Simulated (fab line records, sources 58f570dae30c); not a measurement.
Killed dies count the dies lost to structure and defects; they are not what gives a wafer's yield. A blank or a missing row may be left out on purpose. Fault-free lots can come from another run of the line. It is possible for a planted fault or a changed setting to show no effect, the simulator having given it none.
Check of tool commonality ; flow berkeley cmos170 ; 42 wafers sampled across 13 lots

== WHY THIS WAS OPENED ==
UCB170_NVT_TW_MEAS_09, reading NVT_TW: flagged on 1 of 13 lots. Fault-free wafers read 524, with a standard deviation of 5.7.
Rule: a lot gets a flag if all its wafers with a number sit over 4 standard deviations from that mean, or if no wafer of it has a number. All remaining lots are regarded as sound.

lot;measured;on;NVT_TW, wafer by wafer;flag
L689;day 7 00:55;film metro-04;528 528 529;
L692;day 7 06:01;film metro-04;530 528 531;
L693;day 7 06:13;film metro-04;529 528 526;
L696;day 7 22:10;film metro-01;523 521 522;
L694;day 7 22:19;film metro-04;531 531 529;
L695;day 7 22:35;film metro-01;524 521 526;
L699;day 8 08:05;film metro-04;529 526 526;
L698;day 8 08:38;film metro-04;30 30 30 30 30 30;FLAGGED
L702;day 9 03:38;film metro-03;519 520 519;
L707;day 10 10:03;film metro-03;516 517 519;
L709;day 11 04:47;film metro-03;514 515 516;
L710;day 11 04:58;film metro-04;530 528 533;
L711;day 11 05:20;film metro-03;517 515 519;
Average over the flagged lots: 30; offset from the usual -494, equal to -87 standard deviations.

== TOOL THAT RAN EACH LOT ==
The record holds 1 process step before the reading, out of a route of 331 steps. Every cell lists first the tool, next ch and the chambers used by the sampled wafers, and last the start.
lot;flag;UCB170_NVT_EXPOSE_03
L689;;krf scanner-01 ch 0, day 6 23:55
L692;;krf scanner-01 ch 0, day 7 04:52
L693;;krf scanner-02 ch 0, day 7 05:04
L696;;krf scanner-01 ch 0, day 7 21:24
L694;;krf scanner-02 ch 0, day 7 21:38
L695;;krf scanner-01 ch 0, day 7 21:56
L699;;krf scanner-01 ch 0, day 8 07:08
L698;FLAGGED;krf scanner-01 ch 0, day 8 07:14
L702;;krf scanner-01 ch 0, day 9 02:25
L707;;krf scanner-01 ch 0, day 10 09:08
L709;;krf scanner-01 ch 0, day 11 03:58
L710;;krf scanner-01 ch 0, day 11 04:06
L711;;krf scanner-02 ch 0, day 11 04:25
What is done by these steps:
- UCB170_NVT_EXPOSE_03: exposes mask PWELL, target cd 3000 nm.
- UCB170_NVT_TW_MEAS_09

== FLAGGED AGAINST TOTAL, ONE TOOL AT A TIME (gauges that did the reading follow at the end) ==
step;tool;lots run;flagged;share of the flagged lots;sound lots run after its first flagged lot
UCB170_NVT_EXPOSE_03;krf scanner-01;10;1;all;4 (L702,L707,L709,L710)
UCB170_NVT_EXPOSE_03;krf scanner-02;3;0;none;-
UCB170_NVT_TW_MEAS_09;film metro-01;2;0;none;-
UCB170_NVT_TW_MEAS_09;film metro-03;4;0;none;-
UCB170_NVT_TW_MEAS_09;film metro-04;7;1;all;1 (L710)

== WHAT THE TABLE ALLOWS ==
Every flagged lot went through 2 rows of the table: krf scanner-01 at UCB170_NVT_EXPOSE_03 and film metro-04 at UCB170_NVT_TW_MEAS_09.
- krf scanner-01 at UCB170_NVT_EXPOSE_03: 1 of its 10 lots flagged. Sound lots followed the first flagged one (L702, L707, L709, L710) on it, something a lasting fault affecting the whole tool could not allow.
- film metro-04 at UCB170_NVT_TW_MEAS_09: 1 of its 7 lots flagged. Sound lots followed the first flagged one (L710) on it, something a lasting fault affecting the whole tool could not allow.
No row of the table ran every flagged lot and no sound lot after the first.

== WHAT THE SIMULATOR PUT IN ==
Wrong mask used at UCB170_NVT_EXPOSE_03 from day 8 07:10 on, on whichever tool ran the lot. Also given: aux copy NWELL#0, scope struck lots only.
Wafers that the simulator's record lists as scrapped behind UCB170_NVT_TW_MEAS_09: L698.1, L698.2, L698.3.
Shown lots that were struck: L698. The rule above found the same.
